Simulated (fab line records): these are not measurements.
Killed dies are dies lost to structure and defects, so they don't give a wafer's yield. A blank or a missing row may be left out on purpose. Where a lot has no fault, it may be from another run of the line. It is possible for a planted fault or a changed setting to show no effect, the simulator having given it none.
What tool caused it? + flow berkeley_cmos170 + 13 lots, 38 wafers sampled, at 1 step of a route of 331

== WHAT THE GAUGES SHOWED, per wafer ==
UCB170_PVT_TW_MEAS_09.
| lot  | measured     | on            | PVT_TW      |
|------|--------------|---------------|-------------|
| L387 | day 6 06:11  | film_metro-04 | 522 521 520 |
| L389 | day 6 07:20  | film_metro-03 | 514 509 513 |
| L388 | day 6 20:13  | film_metro-03 | 512 513 511 |
| L392 | day 7 05:57  | film_metro-04 | 518 519 520 |
| L393 | day 7 06:07  | film_metro-04 | 520 516 518 |
| L394 | day 7 23:05  | film_metro-03 | 512 511 509 |
| L396 | day 8 08:19  | film_metro-02 | 508 507     |
| L402 | day 8 18:38  | film_metro-03 | 513 512 511 |
| L403 | day 8 19:06  | film_metro-02 | 508 508 508 |
| L406 | day 9 17:52  | film_metro-03 | 514 515 512 |
| L405 | day 9 18:15  | film_metro-02 | 504 503 504 |
| L408 | day 10 04:28 | film_metro-02 | 507 503 504 |
| L407 | day 10 04:32 | film_metro-04 | 519 521 523 |

== EACH LOT AND THE TOOL THAT RAN IT (in order: tool; ch and the chambers of the sampled wafers; start) ==
The record holds no process step before these readings.

== AS READ BY THE TOOLS THEMSELVES (means over the sampled wafers that have a number; for cases with no such wafer, the mark the record gives instead) ==
The record holds no such reading with a usual standard deviation.

== THE ANSWER, worked out from the rows above alone ==
Rule: the lots themselves supply what counts as usual. Put in order of their means at a reading, lots are off if they are a third of the lots or fewer, leave a main group of 4 or more, and stand apart from it by a gap of 3 or more times the standard deviation of the main group's means; of several such gaps the widest counts. If all means in a main group match to the digits the tables above print for the reading, that group is not used. A lot without any number at a reading at which 4 lots or more have one is off too. Where the step has rows for the other lots, those lots are counted as sound. After the gauges, taken in route order, come the tools' own readings; for these a lot's mean is taken, as printed above. At the first step where some lot is off, the reading lying furthest off is the one used; lots without a number count as furthest.
Across all readings shown, no lot is off: no conclusion can be drawn from this.

== WHAT WAS PUT IN BY THE SIMULATOR ==
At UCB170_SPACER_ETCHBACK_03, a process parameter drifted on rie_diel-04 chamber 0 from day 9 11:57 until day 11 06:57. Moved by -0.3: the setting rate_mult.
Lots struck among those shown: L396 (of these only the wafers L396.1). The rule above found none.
